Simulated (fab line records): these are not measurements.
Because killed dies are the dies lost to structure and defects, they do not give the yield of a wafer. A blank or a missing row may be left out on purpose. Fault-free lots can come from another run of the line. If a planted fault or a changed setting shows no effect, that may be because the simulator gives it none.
Split-lot trial | flow berkeley cmos170 | route with 331 steps; 5 lots, 23 wafers read

## THE SPLIT ITSELF
At UCB170_PVT_IMPLANT_07, the setting dose cm2 was moved away from the recipe's 2e+12 on 9 of the 23 wafers read, by -2.1% to +6.9%. This setting was run at the recipe's value on the other wafers.

## FROM THE SPLIT TO THE READING: what the file shows between them, 1 step
- UCB170_PVT_STRIP_08: strips in O2

## THE READING
PVT_TW, at UCB170_PVT_TW_MEAS_09. A value of 509 with a standard deviation of 4.3 is what fault-free wafers of this fab line usually give.

wafer  | tool, chamber at the split | dose cm2 as run | against the recipe | PVT_TW | against lot-mates on the recipe
L074.1 | implanter-04, 0            | 2.073e+12       | +3.6%              | 517    | +6
L074.2 | implanter-04, 0            | 2e+12           | recipe             | 511    | -
L074.3 | implanter-04, 0            | 2e+12           | recipe             | 511    | -
L074.4 | implanter-04, 0            | 2.073e+12       | +3.6%              | 517    | +6
L074.6 | implanter-04, 0            | 2e+12           | recipe             | 512    | -
L077.1 | implanter-03, 0            | 2e+12           | recipe             | 508    | -
L077.2 | implanter-03, 0            | 1.957e+12       | -2.1%              | 506    | -2
L077.4 | implanter-03, 0            | 1.957e+12       | -2.1%              | 506    | -2
L077.5 | implanter-03, 0            | 2e+12           | recipe             | 508    | -
L077.6 | implanter-03, 0            | 2e+12           | recipe             | 507    | -
L075.1 | implanter-03, 0            | 2.137e+12       | +6.9%              | 517    | +10
L075.2 | implanter-03, 0            | 2e+12           | recipe             | 507    | -
L075.3 | implanter-03, 0            | 2.137e+12       | +6.9%              | 518    | +11
L075.4 | implanter-03, 0            | 2e+12           | recipe             | 507    | -
L075.5 | implanter-03, 0            | 2.137e+12       | +6.9%              | 521    | +14
L082.1 | implanter-03, 0            | 2e+12           | recipe             | 506    | -
L082.2 | implanter-03, 0            | 2e+12           | recipe             | 509    | -
L082.4 | implanter-03, 0            | 2.049e+12       | +2.4%              | 512    | +5
L082.5 | implanter-03, 0            | 2.049e+12       | +2.4%              | 514    | +7
L082.6 | implanter-03, 0            | 2e+12           | recipe             | 507    | -
L083.1 | implanter-03, 0            | 2e+12           | recipe             | 498    | -
L083.2 | implanter-03, 0            | 2e+12           | recipe             | 504    | -
L083.5 | implanter-03, 0            | 2e+12           | recipe             | 500    | -

FIT RESULTS
A straight line over all 23 wafers: PVT_TW changes by +1.76 for each +1% of dose cm2; r = +0.81; the points scatter about the line by 3.5.
The same after taking each lot's own level away (the mean of its wafers on the recipe; 23 wafers): +1.62 for each +1%; r = +0.95; scatter 1.5.
The reading moves by 11 for the largest change in dose cm2, on that fit.
The lots' own levels span 500.7 to 511.3, that is 2.5 times the standard deviation above.
The two slopes agree, so the slope changes little with the lot-to-lot level.
Check: for one of the wafers moved furthest among these (+6.9%), held out of the fit, the line's prediction against its lot-mates is +11.9. It came out at +10 against them.

## FILE'S OWN FIT
PVT_TW changes by +1.65 for each +1% of dose cm2, r = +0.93.
